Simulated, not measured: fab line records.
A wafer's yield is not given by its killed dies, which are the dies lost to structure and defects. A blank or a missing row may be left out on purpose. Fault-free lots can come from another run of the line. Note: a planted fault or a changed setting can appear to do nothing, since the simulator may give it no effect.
fab line records	flow berkeley-cmos170
[record] lots = 24	wafers = 72	last-day = 13
route steps=331 shown ZERO@12 PWELL@48 ACTIVE@77 GATE@140 V2@305
lots with no fault: from the same line, run without faults
start-h: the number of hours between the record's first day and the start of the first shown wafer of the lot	wait-h: hours from the lot's prior step to this one	" unchanged from the row above	L1.1+2: several wafers, shown together as one row	- value missing, or start not given	* or withheld: withheld	< > ~ a bound
route shown NAME@n: NAME is a module with steps in the file, n the number in the route of the first one	usual: the fault-free wafers' mean and standard deviation	same: alike in all rows	chamber/n: place in a boat	sites: readings site by site	_std_site: standard deviation across them	_edge_site: inner sites' mean taken away from outer sites' mean	radius-mm: how far each site lies from the wafer's centre	mask NAME#n: copy n	behind: the last tool/chamber to shape the wafer	hold: cause of the lot's hold/its duration in hours/its outcome	device: the n, p or np transistor that did not switch	end of line: tests run on the same wafers once the route is complete	a step given without rows: its recipe and nothing more	killed: the dies lost at the first sort to structure and to defects; this is not the yield of the wafer	map: a wafer's dies, x killed, . not, _ none there
set.NAME: the setting the step ran with; set.NAME@STEP: the setting that earlier step ran with	model.NAME: the simulator's own value behind a step, which no gauge read
a sample of lots followed through the steps of the route, with each step as a table and each wafer as a row
services: when a tool's chamber went out of use (start-h, in hours from the record's first day, below 0 if earlier), for how many hours, and the reason
[[steps]]
[step UCB170_ZERO_ETCH_06]
[recipe] chemistry = CHF3/CF4/Ar	target = SiO2	time-s = 12	pressure-mtorr = 100	rf-w = 500	CHF3_flow_sccm = 50	cf4-flow-sccm = 10	Ar_flow_sccm = 120	over-etch-frac = 1.58
[usual] CHF3_flow_sccm = 50.01/0.15	drypump-motor-current-A = 5.8/0.66	oes-product-au = 0.616/0.011	throttle-valve-pct = 9.22/0.091
lot.wafer	tool	chamber	start-h	wait-h	CHF3_flow_sccm	drypump-motor-current-A	oes-product-au	rf-hours-counter-h	throttle-valve-pct
L074.1	rie-diel-03	1	24.69	-	50.11	4.9	0.617	11	8.98
L074.2	"	2	"	"	50.18	6.6	0.636	109	9.26
L074.4	"	3	"	"	49.92	4.9	0.623	42	9.21
L075.3	rie-diel-02	2	24.86	-	49.88	5.8	0.622	6	9.23
L075.5	"	1	"	"	49.91	5.8	0.601	-	9.16
L075.6	"	2	"	"	49.99	5.8	0.618	-	9.23
L076.3	rie-diel-02	3	32.93	-	50.02	5.0	0.605	147	9.30
L076.4	"	1	"	"	49.87	5.8	0.611	85	9.15
L076.6	"	1	"	"	49.96	5.8	0.603	-	9.16
L077.1	rie-diel-03	3	37.44	-	50.08	4.9	0.634	42	9.23
L077.2	"	0	"	"	50.14	6.3	0.611	64	9.28
L077.4	"	1	"	"	49.88	4.9	0.626	11	8.97
L078.1	rie-diel-01	3	43.72	-	50.07	5.9	0.603	129	9.25
L078.2	"	0	"	"	49.75	5.7	0.614	89	9.26
L078.4	"	2	"	"	50.30	5.0	0.617	75	9.25
L079.1	rie-diel-03	3	48.30	-	49.97	4.9	0.623	43	9.22
L079.5	"	1	"	"	50.12	4.9	0.619	-	9.00
L079.6	"	2	"	"	50.00	6.6	0.632	-	9.26
L081.2	rie-diel-01	0	57.84	-	50.21	5.7	0.622	89	9.27
L081.4	"	2	"	"	49.79	5.0	0.621	76	9.27
L081.5	"	3	"	"	49.77	5.9	0.598	-	9.26
L080.2	rie-diel-03	3	58.16	-	50.17	4.9	0.618	43	9.23
L080.4	"	2	"	"	50.15	6.6	0.633	111	9.26
L080.6	"	3	"	"	49.94	4.8	0.632	-	9.24
L083.1	rie-diel-01	3	66.92	-	50.05	6.0	0.596	130	9.27
L083.5	"	2	"	"	49.91	5.0	0.616	-	9.23
L083.6	"	1	"	"	49.75	6.6	0.609	-	9.25
L082.1	rie-diel-03	2	67.08	-	50.14	6.6	0.625	111	9.26
L082.4	"	0	"	"	50.31	6.3	0.617	65	9.28
L082.6	"	3	"	"	50.37	4.9	0.632	-	9.24
L084.2	rie-diel-01	0	74.61	-	49.84	5.7	0.621	90	9.27
L084.4	"	1	"	"	50.00	6.6	0.601	71	9.26
L084.6	"	1	"	"	50.20	6.6	0.603	-	9.26
L085.3	rie-diel-03	1	74.85	-	50.11	5.0	0.622	13	8.99
L085.4	"	2	"	"	50.27	6.6	0.635	111	9.26
L085.5	"	2	"	"	50.21	6.6	0.628	-	9.26
L086.2	rie-diel-03	0	83.26	-	50.22	6.3	0.617	65	9.28
L086.3	"	1	"	"	50.01	5.0	0.621	13	8.99
L086.6	"	1	"	"	50.02	4.9	0.614	-	8.99
L087.3	rie-diel-03	0	87.92	-	50.11	6.3	0.609	65	9.27
L087.4	"	2	"	"	50.02	6.6	0.634	112	9.26
L087.6	"	0	"	"	50.23	6.3	0.606	-	9.28
L088.1	rie-diel-01	2	93.49	-	50.05	5.0	0.615	77	9.24
L088.3	"	3	"	"	49.92	5.9	0.599	131	9.28
L088.5	"	3	"	"	49.92	5.9	0.601	-	9.27
L089.3	rie-diel-01	0	101.55	-	50.01	5.7	0.614	91	9.26
L089.4	"	1	"	"	50.03	6.6	0.599	-	9.26
L089.6	"	3	"	"	49.92	6.0	0.601	-	9.28
L090.3	rie-diel-01	0	106.52	-	49.74	5.7	0.617	92	9.27
L090.5	"	0	"	"	49.54	5.8	0.624	-	9.28
L090.6	"	3	"	"	49.96	5.9	0.608	-	9.26
L091.3	rie-diel-03	2	106.85	-	49.97	6.6	0.627	112	9.25
L091.4	"	3	"	"	50.07	4.9	0.630	45	9.22
L091.5	"	0	"	"	49.93	6.3	0.605	-	9.29
L093.1	rie-diel-03	0	114.11	-	50.10	6.3	0.614	66	9.28
L093.3	"	1	"	"	49.95	4.9	0.617	14	9.00
L093.5	"	0	"	"	49.99	6.3	0.606	-	9.27
L092.4	rie-diel-02	0	114.51	-	50.34	5.6	0.617	-	9.06
L092.5	"	0	"	"	50.30	5.6	0.627	-	9.04
L092.6	"	2	"	"	50.07	5.8	0.630	-	9.23
L094.3	rie-diel-01	1	123.09	-	49.73	6.6	0.608	73	9.27
L094.5	"	3	"	"	49.95	5.9	0.599	-	9.27
L094.6	"	0	"	"	50.07	5.7	0.614	-	9.26
L095.1	rie-diel-03	0	130.16	-	50.09	6.3	0.611	67	9.29
L095.5	"	2	"	"	49.81	6.6	0.632	-	9.27
L095.6	"	1	"	"	50.25	5.0	0.619	-	8.98
L096.2	rie-diel-01	1	130.34	-	50.13	6.6	0.612	74	9.26
L096.3	"	0	"	"	50.34	5.7	0.624	93	9.27
L096.4	"	3	"	"	50.26	5.9	0.593	133	9.27
L097.1	rie-diel-01	2	138.18	-	49.99	5.0	0.617	78	9.25
L097.3	"	0	"	"	50.04	5.7	0.616	93	9.28
L097.6	"	0	"	"	50.10	5.7	0.622	-	9.28
[step UCB170_PWELL_ETCH_14]
[recipe] chemistry = CH3F/Ar/O2	target = Si3N4	stop-on = SiO2	CH3F_flow_sccm = 20	Ar_flow_sccm = 50	O2_flow_sccm = 7	pressure-mtorr = 50	rf-w = 450	target-depth-a = 2420	over-etch-frac = 0.1	time-s = 151
[usual] drypump-motor-current-A = 5.8/0.46	oes-product-au = 0.934/0.013	throttle-valve-pct = 8.01/0.071
lot.wafer	tool	chamber	start-h	wait-h	drypump-motor-current-A	oes-product-au	rf-hours-counter-h	throttle-valve-pct
L074.1	rie-diel-01	1	64.28	0.0	6.6	0.912	70	8.08
L074.2	"	3	"	"	5.9	0.916	130	8.05
L074.4	"	0	"	"	5.7	0.943	90	8.07
L075.3	rie-diel-02	2	64.44	0.0	5.8	0.945	8	8.01
L075.5	"	2	"	"	5.8	0.946	-	8.02
L075.6	"	1	"	"	5.7	0.919	-	8.07
L076.3	rie-diel-04	1	71.62	0.0	6.3	0.930	8	8.01
L076.4	"	2	"	"	6.2	0.949	78	7.88
L076.6	"	3	"	"	5.9	0.932	-	8.01
L077.1	rie-diel-02	1	77.87	0.0	5.7	0.938	87	8.06
L077.2	"	2	"	"	5.8	0.957	8	8.01
L077.4	"	0	"	"	5.6	0.950	4	7.87
L078.1	rie-diel-04	2	78.12	0.0	6.2	0.953	78	7.88
L078.2	"	0	"	"	5.8	0.939	147	7.96
L078.4	"	1	"	"	6.3	0.934	8	8.02
L079.1	rie-diel-01	0	78.23	0.0	5.7	0.935	90	8.06
L079.5	"	0	"	"	5.7	0.936	-	8.06
L079.6	"	3	"	"	5.9	0.921	-	8.06
L081.2	rie-diel-02	1	93.33	0.0	5.7	0.933	88	8.06
L081.4	"	2	"	"	5.8	0.953	9	8.03
L081.5	"	1	"	"	5.7	0.929	-	8.06
L080.2	rie-diel-04	3	93.64	0.0	5.9	0.924	10	8.01
L080.4	"	0	"	"	5.8	0.940	148	7.94
L080.6	"	1	"	"	6.3	0.930	-	8.00
L083.1	rie-diel-02	1	104.77	0.0	5.8	0.920	88	8.06
L083.5	"	0	"	"	5.6	0.939	-	7.87
L083.6	"	3	"	"	4.9	0.920	-	8.10
L082.1	rie-diel-04	0	105.04	0.0	5.8	0.930	148	7.95
L082.4	"	3	"	"	5.9	0.931	10	7.99
L082.6	"	2	"	"	6.1	0.953	-	7.89
L085.3	rie-diel-01	1	115.34	0.0	6.6	0.918	73	8.06
L085.4	"	2	"	"	5.0	0.940	78	8.04
L085.5	"	3	"	"	5.9	0.903	-	8.06
L084.2	rie-diel-04	3	116.00	0.0	6.0	0.931	11	8.02
L084.4	"	2	"	"	6.1	0.947	80	7.90
L084.6	"	2	"	"	6.2	0.955	-	7.89
L086.2	rie-diel-01	2	118.34	0.0	5.0	0.939	78	8.02
L086.3	"	0	"	"	5.7	0.940	92	8.06
L086.6	"	0	"	"	5.7	0.942	-	8.08
L088.1	rie-diel-01	0	129.10	0.0	5.7	0.934	93	8.09
L088.3	"	3	"	"	5.9	0.908	133	8.03
L088.5	"	2	"	"	5.0	0.933	-	8.02
L087.3	rie-diel-02	0	129.37	0.0	5.6	0.951	8	7.90
L087.4	"	3	"	"	4.9	0.916	152	8.10
L087.6	"	2	"	"	5.8	0.957	-	8.02
L089.3	rie-diel-04	0	135.88	0.0	5.8	0.944	149	7.96
L089.4	"	3	"	"	5.9	0.935	12	8.02
L089.6	"	1	"	"	6.3	0.939	-	8.02
L090.3	rie-diel-01	0	135.93	0.0	5.7	0.942	93	8.07
L090.5	"	1	"	"	6.6	0.923	-	8.06
L090.6	"	2	"	"	5.0	0.934	-	8.04
L091.3	rie-diel-02	3	136.17	0.0	5.0	0.918	152	8.10
L091.4	"	2	"	"	5.8	0.954	-	8.02
L091.5	"	3	"	"	4.9	0.912	-	8.11
L093.1	rie-diel-04	0	157.30	0.0	5.8	0.947	151	7.96
L093.3	"	1	"	"	6.3	0.939	11	8.00
L093.5	"	1	"	"	6.3	0.939	-	8.00
L092.4	rie-diel-02	1	157.41	0.0	5.7	0.921	90	8.05
L092.5	"	3	"	"	5.0	0.913	-	8.10
L092.6	"	0	"	"	5.6	0.943	-	7.90
L094.3	rie-diel-02	3	162.37	0.0	4.9	0.908	154	8.10
L094.5	"	3	"	"	4.9	0.918	-	8.11
L094.6	"	0	"	"	5.6	0.931	-	7.88
L096.2	rie-diel-01	1	163.10	0.0	6.6	0.927	75	8.08
L096.3	"	0	"	"	5.7	0.948	94	8.09
L096.4	"	2	"	"	5.0	0.940	79	8.02
L095.1	rie-diel-02	0	163.19	0.0	5.6	0.937	10	7.88
L095.5	"	2	"	"	5.8	0.950	-	8.01
L095.6	"	1	"	"	5.8	0.928	-	8.05
L097.1	rie-diel-04	1	172.54	0.0	6.3	0.934	12	8.01
L097.3	"	2	"	"	6.1	0.953	82	7.89
L097.6	"	2	"	"	6.1	0.951	-	7.88
[step UCB170_ACTIVE_CD_MEAS_90]
[recipe] target-cd-nm = 1200
[usual] cd-nm = 1200.4/1.3
lot.wafer	tool	chamber	start-h	wait-h	cd-nm
L075.3	cd-sem-02	-	103.43	0.1	1202.4
L075.5	"	-	"	"	1202.6
L075.6	"	-	"	"	1202.0
L076.3	cd-sem-02	-	103.55	0.1	1202.6
L076.4	"	-	"	"	1200.8
L076.6	"	-	"	"	1200.8
L074.1	cd-sem-01	-	103.75	0.1	1199.3
L074.2	"	-	"	"	1199.4
L074.4	"	-	"	"	1198.9
L079.1	cd-sem-02	-	114.20	0.1	1198.7
L079.5	"	-	"	"	1200.5
L079.6	"	-	"	"	1199.7
L077.1	cd-sem-02	-	114.54	0.1	1201.1
L077.2	"	-	"	"	1200.1
L077.4	"	-	"	"	1200.0
L078.1	cd-sem-02	-	115.13	0.1	1199.5
L078.2	"	-	"	"	1201.0
L078.4	"	-	"	"	1199.2
L080.2	cd-sem-01	-	126.57	0.1	1203.0
L080.4	"	-	"	"	1203.6
L080.6	"	-	"	"	1202.3
L081.2	cd-sem-02	-	126.81	0.1	1199.8
L081.4	"	-	"	"	1199.4
L081.5	"	-	"	"	1200.7
L083.1	cd-sem-01	-	139.58	0.1	1199.3
L083.5	"	-	"	"	1199.9
L083.6	"	-	"	"	1200.2
L082.1	cd-sem-01	-	139.73	0.1	1200.1
L082.4	"	-	"	"	1200.4
L082.6	"	-	"	"	1201.1
L084.2	cd-sem-02	-	147.14	0.2	1199.0
L084.4	"	-	"	"	1197.1
L084.6	"	-	"	"	1197.5
L085.3	cd-sem-01	-	147.23	0.1	1201.2
L085.4	"	-	"	"	1200.6
L085.5	"	-	"	"	1200.3
L086.2	cd-sem-02	-	147.38	0.1	1200.0
L086.3	"	-	"	"	1200.5
L086.6	"	-	"	"	1199.7
L087.3	cd-sem-02	-	161.01	0.1	1201.2
L087.4	"	-	"	"	1202.6
L087.6	"	-	"	"	1202.0
L088.1	cd-sem-01	-	161.06	0.1	1199.6
L088.3	"	-	"	"	1199.0
L088.5	"	-	"	"	1199.0
L090.3	cd-sem-02	-	168.74	0.1	1200.0
L090.5	"	-	"	"	1199.3
L090.6	"	-	"	"	1199.0
L089.3	cd-sem-01	-	168.78	0.1	1200.9
L089.4	"	-	"	"	1201.4
L089.6	"	-	"	"	1201.4
L091.3	cd-sem-02	-	169.06	0.2	1200.5
L091.4	"	-	"	"	1201.8
L091.5	"	-	"	"	1202.4
L092.4	cd-sem-02	-	194.12	0.2	1201.5
L092.5	"	-	"	"	1200.7
L092.6	"	-	"	"	1200.6
L095.1	cd-sem-01	-	194.18	0.1	1201.1
L095.5	"	-	"	"	1201.5
L095.6	"	-	"	"	1202.4
L093.1	cd-sem-01	-	194.30	0.1	1200.3
L093.3	"	-	"	"	1199.1
L093.5	"	-	"	"	1200.6
L096.2	cd-sem-02	-	194.37	0.1	1197.5
L096.3	"	-	"	"	1199.2
L096.4	"	-	"	"	1197.9
L094.3	cd-sem-01	-	194.94	0.1	1200.3
L094.5	"	-	"	"	1198.8
L094.6	"	-	"	"	1200.9
L097.1	cd-sem-02	-	207.93	0.1	1198.6
L097.3	"	-	"	"	1199.7
L097.6	"	-	"	"	1200.1
[step UCB170_GATE_ETCH_14]
[recipe] chemistry = N2/H2	target-depth-a = withheld	overetch-a = withheld	target = BARC	time-s = withheld	source-w = 500	bias-w = 100	pressure-mtorr = 30	n2-flow-sccm = 100	h2-flow-sccm = 200
[usual] drypump-motor-current-A = 5.7/0.65	oes-product-au = 0.986/0.027	throttle-valve-pct = 13.24/0.088
lot.wafer	tool	chamber	start-h	wait-h	drypump-motor-current-A	oes-product-au	throttle-valve-pct
L075.3	rie-diel-03	0	157.60	0.0	6.3	0.959	13.47
L075.5	"	3	"	"	4.9	0.994	13.22
L075.6	"	0	"	"	6.3	0.948	13.48
L076.3	rie-diel-01	3	157.69	0.0	5.9	0.966	13.26
L076.4	"	2	"	"	5.0	0.981	13.22
L076.6	"	0	"	"	5.7	1.030	13.30
L074.1	rie-diel-02	1	157.87	0.0	5.8	0.954	13.24
L074.2	"	0	"	"	5.6	0.981	13.14
L074.4	"	2	"	"	5.8	0.999	13.07
L079.1	rie-diel-03	3	164.59	0.0	4.9	1.009	13.22
L079.5	"	2	"	"	6.6	1.019	13.24
L079.6	"	3	"	"	4.9	1.003	13.23
L078.1	rie-diel-01	1	164.86	0.0	6.6	0.973	13.28
L078.2	"	0	"	"	5.8	1.037	13.28
L078.4	"	2	"	"	5.0	0.977	13.23
L077.1	rie-diel-02	0	165.14	0.0	5.6	0.991	13.15
L077.2	"	3	"	"	4.9	0.952	13.36
L077.4	"	1	"	"	5.7	0.961	13.24
L081.2	rie-diel-03	1	181.97	0.0	5.0	0.952	13.12
L081.4	"	3	"	"	4.9	1.006	13.22
L081.5	"	2	"	"	6.6	1.021	13.22
L080.2	rie-diel-01	0	182.25	0.0	5.7	1.028	13.30
L080.4	"	3	"	"	6.0	0.970	13.26
L080.6	"	3	"	"	5.9	0.963	13.26
L083.1	rie-diel-03	0	189.65	0.0	6.4	0.954	13.51
L083.5	"	2	"	"	6.6	1.026	13.22
L083.6	"	3	"	"	4.9	0.994	13.21
L082.1	rie-diel-01	0	189.93	0.0	5.7	1.027	13.28
L082.4	"	3	"	"	5.9	0.963	13.25
L082.6	"	1	"	"	6.6	0.976	13.29
L085.3	rie-diel-01	2	200.69	0.0	5.0	0.981	13.22
L085.4	"	3	"	"	5.9	0.957	13.25
L085.5	"	2	"	"	5.0	0.979	13.22
L086.2	rie-diel-02	1	200.95	0.0	5.7	0.960	13.24
L086.3	"	2	"	"	5.8	1.005	13.09
L086.6	"	3	"	"	4.9	0.951	13.37
L084.2	rie-diel-01	3	200.97	0.0	5.9	0.963	13.27
L084.4	"	1	"	"	6.6	0.988	13.28
L084.6	"	1	"	"	6.6	0.988	13.27
L087.3	rie-diel-03	2	209.72	0.0	6.6	1.032	13.23
L087.4	"	1	"	"	4.9	0.945	13.12
L087.6	"	2	"	"	6.6	1.029	13.25
L088.1	rie-diel-02	0	209.96	0.0	5.6	0.997	13.16
L088.3	"	3	"	"	5.0	0.959	13.36
L088.5	"	3	"	"	5.0	0.960	13.35
L089.3	rie-diel-03	2	227.78	0.0	6.6	1.031	13.24
L089.4	"	1	"	"	4.9	0.960	13.13
L089.6	"	3	"	"	4.9	0.997	13.21
L090.3	rie-diel-02	0	228.05	0.0	5.6	0.998	13.15
L090.5	"	1	"	"	5.7	0.971	13.23
L090.6	"	0	"	"	5.7	1.001	13.15
L091.3	rie-diel-03	1	228.24	0.0	5.0	0.944	13.12
L091.4	"	2	"	"	6.6	1.020	13.25
L091.5	"	3	"	"	4.9	0.998	13.23
L093.1	rie-diel-03	0	249.75	0.0	6.3	0.948	13.48
L093.3	"	2	"	"	6.6	1.022	13.23
L093.5	"	2	"	"	6.6	1.028	13.23
L092.4	rie-diel-01	2	249.87	0.0	5.0	0.981	13.22
L092.5	"	2	"	"	5.0	0.970	13.23
L092.6	"	1	"	"	6.6	0.977	13.28
L094.3	rie-diel-02	2	249.99	0.0	5.9	1.016	13.09
L094.5	"	2	"	"	5.8	1.020	13.08
L094.6	"	3	"	"	5.0	0.963	13.36
L095.1	rie-diel-03	2	250.23	0.0	6.6	1.033	13.22
L095.5	"	3	"	"	4.9	0.997	13.22
L095.6	"	2	"	"	6.6	1.026	13.25
L096.2	rie-diel-01	1	250.35	0.0	6.6	0.983	13.28
L096.3	"	3	"	"	5.9	0.953	13.24
L096.4	"	2	"	"	5.0	0.985	13.22
L097.1	rie-diel-01	2	261.66	0.0	5.0	0.977	13.22
L097.3	"	0	"	"	5.7	1.019	13.29
L097.6	"	2	"	"	4.9	0.980	13.21
[step UCB170_GATE_ETCH_15]
[recipe] chemistry = HBr/Cl2	target = poly-Si	stop-on = SiO2	over-etch-frac = 0.3	icp-w = 300	bias-w = 150	time-s = 56.3	pressure-mtorr = 15	HBr_flow_sccm = 150	Cl2_flow_sccm = 50	target-depth-a = 2782
[usual] drypump-motor-current-A = 5.6/0.42	oes-product-au = 0.833/0.019	throttle-valve-pct = 26.42/0.23
lot.wafer	tool	chamber	start-h	wait-h	drypump-motor-current-A	oes-product-au	rf-hours-counter-h	throttle-valve-pct
L075.3	rie-si-02	2	157.64	-	5.0	0.843	1	26.32
L075.5	"	0	"	"	5.6	0.855	-	26.09
L075.6	"	1	"	"	6.1	0.848	-	26.40
L076.3	rie-si-01	2	157.73	-	5.4	0.828	89	26.68
L076.4	"	0	"	"	5.0	0.801	1	26.11
L076.6	"	0	"	"	5.0	0.798	-	26.12
L074.1	rie-si-02	0	157.92	-	5.6	0.849	2	26.11
L074.2	"	1	"	"	6.1	0.856	77	26.38
L074.4	"	2	"	"	5.0	0.848	1	26.33
L079.1	rie-si-01	3	164.63	-	5.7	0.811	117	26.50
L079.5	"	3	"	"	5.7	0.815	-	26.51
L079.6	"	0	"	"	5.0	0.810	-	26.12
L078.1	rie-si-02	3	164.91	-	5.9	0.815	1	26.39
L078.2	"	0	"	"	5.6	0.866	2	26.10
L078.4	"	2	"	"	5.0	0.842	1	26.34
L077.1	rie-si-01	3	165.18	-	5.7	0.802	117	26.50
L077.2	"	1	"	"	6.1	0.824	2	26.81
L077.4	"	0	"	"	5.0	0.793	1	26.11
L081.2	rie-si-02	2	182.02	-	5.0	0.847	1	26.34
L081.4	"	0	"	"	5.6	0.859	2	26.09
L081.5	"	3	"	"	5.9	0.830	-	26.42
L080.2	rie-si-01	0	182.29	-	5.0	0.802	1	26.10
L080.4	"	2	"	"	5.4	0.834	89	26.69
L080.6	"	0	"	"	5.0	0.807	-	26.10
L083.1	rie-si-02	1	189.69	-	6.1	0.860	77	26.36
L083.5	"	2	"	"	5.0	0.855	-	26.32
L083.6	"	1	"	"	6.1	0.864	-	26.39
L082.1	rie-si-01	2	189.97	-	5.4	0.827	89	26.69
L082.4	"	1	"	"	6.1	0.840	2	26.81
L082.6	"	1	"	"	6.1	0.839	-	26.80
L085.3	rie-si-02	2	200.73	-	5.0	0.859	2	26.32
L085.4	"	1	"	"	6.1	0.855	77	26.38
L085.5	"	3	"	"	5.9	0.832	-	26.43
L086.2	rie-si-01	2	200.99	-	5.4	0.822	89	26.68
L086.3	"	1	"	"	6.1	0.835	2	26.82
L086.6	"	1	"	"	6.1	0.828	-	26.79
L084.2	rie-si-02	2	201.01	-	5.0	0.852	2	26.34
L084.4	"	1	"	"	6.1	0.861	77	26.39
L084.6	"	1	"	"	6.1	0.851	-	26.38
L087.3	rie-si-01	2	209.76	-	5.4	0.816	89	26.71
L087.4	"	0	"	"	5.0	0.803	-	26.11
L087.6	"	2	"	"	5.4	0.826	-	26.69
L088.1	rie-si-02	2	210.00	-	5.0	0.848	2	26.33
L088.3	"	3	"	"	5.9	0.832	2	26.39
L088.5	"	1	"	"	6.1	0.854	-	26.36
L089.3	rie-si-01	3	227.82	-	5.7	0.821	0	26.43
L089.4	"	3	"	"	5.7	0.821	-	26.43
L089.6	"	0	"	"	5.0	0.798	-	26.10
L090.3	rie-si-02	0	228.09	-	5.6	0.850	2	26.10
L090.5	"	1	"	"	6.1	0.848	-	26.40
L090.6	"	0	"	"	5.6	0.853	-	26.10
L091.3	rie-si-01	0	228.28	-	5.0	0.794	1	26.10
L091.4	"	0	"	"	5.0	0.800	-	26.11
L091.5	"	3	"	"	5.7	0.819	-	26.42
L093.1	rie-si-02	3	249.79	-	5.9	0.834	2	26.40
L093.3	"	0	"	"	5.6	0.864	2	26.09
L093.5	"	3	"	"	5.9	0.838	-	26.40
L092.4	rie-si-01	3	249.94	-	5.7	0.812	-	26.45
L092.5	"	2	"	"	5.4	0.825	-	26.70
L092.6	"	1	"	"	6.1	0.837	-	26.80
L094.3	rie-si-02	3	250.03	-	5.9	0.826	2	26.41
L094.5	"	0	"	"	5.6	0.871	-	26.10
L094.6	"	1	"	"	6.1	0.850	-	26.36
L095.1	rie-si-01	1	250.27	-	6.1	0.832	2	26.81
L095.5	"	2	"	"	5.4	0.822	-	26.68
L095.6	"	1	"	"	6.1	0.830	-	26.80
L096.2	rie-si-02	0	250.39	-	5.6	0.862	2	26.09
L096.3	"	2	"	"	5.0	0.853	2	26.32
L096.4	"	3	"	"	5.9	0.825	2	26.41
L097.1	rie-si-01	0	261.70	-	5.0	0.793	1	26.09
L097.3	"	2	"	"	5.4	0.822	90	26.69
L097.6	"	1	"	"	6.1	0.819	-	26.81
[step UCB170_V2_OVL_MEAS_13]
[usual] V2_OVL = 1/5.2
lot.wafer	tool	chamber	start-h	wait-h	V2_OVL[nm]
L074.1	overlay-02	-	194.94	0.1	-4
L074.2	"	-	"	"	4
L074.4	"	-	"	"	5
L075.3	overlay-02	-	195.28	0.1	4
L075.5	"	-	"	"	7
L075.6	"	-	"	"	-1
L076.3	overlay-01	-	196.90	0.1	0
L076.4	"	-	"	"	10
L076.6	"	-	"	"	11
L077.1	overlay-01	-	201.99	0.1	4
L077.2	"	-	"	"	-6
L077.4	"	-	"	"	-2
L079.1	overlay-02	-	202.11	0.1	-6
L079.5	"	-	"	"	-3
L079.6	"	-	"	"	7
L078.1	overlay-01	-	203.26	0.1	1
L078.2	"	-	"	"	-1
L078.4	"	-	"	"	1
L081.2	overlay-02	-	215.84	0.1	-6
L081.4	"	-	"	"	3
L081.5	"	-	"	"	4
L080.2	overlay-01	-	216.11	0.1	-1
L080.4	"	-	"	"	2
L080.6	"	-	"	"	-5
L082.1	overlay-02	-	223.75	0.1	-9
L082.4	"	-	"	"	-4
L082.6	"	-	"	"	2
L083.1	overlay-02	-	225.00	0.1	-5
L083.5	"	-	"	"	-11
L083.6	"	-	"	"	-7
L086.2	overlay-02	-	234.42	0.1	5
L086.3	"	-	"	"	8
L086.6	"	-	"	"	-2
L084.2	overlay-01	-	239.71	0.1	0
L084.4	"	-	"	"	3
L084.6	"	-	"	"	4
L085.3	overlay-01	-	240.75	0.1	6
L085.4	"	-	"	"	3
L085.5	"	-	"	"	3
L087.3	overlay-01	-	243.81	0.1	4
L087.4	"	-	"	"	-3
L087.6	"	-	"	"	3
L088.1	overlay-02	-	245.65	0.1	-5
L088.3	"	-	"	"	3
L088.5	"	-	"	"	-5
L089.3	overlay-02	-	263.24	0.1	5
L089.4	"	-	"	"	1
L089.6	"	-	"	"	-7
L090.3	overlay-01	-	263.79	0.1	5
L090.5	"	-	"	"	10
L090.6	"	-	"	"	-5
L091.3	overlay-01	-	264.03	0.1	7
L091.4	"	-	"	"	3
L091.5	"	-	"	"	8
L093.1	overlay-02	-	281.90	0.1	3
L093.3	"	-	"	"	-1
L093.5	"	-	"	"	1
L092.4	overlay-01	-	287.89	0.1	3
L092.5	"	-	"	"	11
L092.6	"	-	"	"	14
L096.2	overlay-02	-	288.52	0.1	5
L096.3	"	-	"	"	-2
L096.4	"	-	"	"	8
L095.1	overlay-02	-	289.95	0.1	-1
L095.5	"	-	"	"	-1
L095.6	"	-	"	"	2
L094.3	overlay-01	-	290.23	0.1	1
L094.5	"	-	"	"	-3
L094.6	"	-	"	"	4
L097.1	overlay-02	-	297.72	0.1	4
L097.3	"	-	"	"	-3
L097.6	"	-	"	"	1
[[services]]
tool	chamber	start-h	hours	kind
rie-si-02	-	5.97	1.2	repair
rie-si-01	3	10.75	11.3	repair
rie-diel-02	-	11.56	1.9	repair
rie-diel-01	2	19.55	15.5	repair
rie-diel-02	1	45.68	7.4	repair
rie-si-01	0	51.44	27.7	repair
rie-diel-02	2	55.86	4.5	repair
rie-diel-01	2	94.60	15.9	repair
rie-si-02	-	98.42	2.8	pm
rie-si-02	-	101.58	4.3	pm
rie-diel-02	1	105.76	15.5	repair
rie-diel-02	3	107.27	8.8	repair
rie-si-02	-	119.18	8.7	repair
rie-si-02	-	122.07	17.7	repair
rie-diel-02	1	132.99	15.9	repair
rie-diel-03	2	146.25	8.0	repair
rie-si-02	3	148.63	3.9	repair
rie-si-01	-	160.41	0.4	repair
rie-diel-02	1	173.09	6.0	repair
rie-diel-03	0	176.90	11.7	repair
rie-diel-01	0	191.19	1.4	repair
rie-diel-03	0	210.08	21.5	repair
rie-diel-03	-	210.69	0.3	repair
rie-diel-01	-	219.33	10.5	repair
[[key]]
fault none
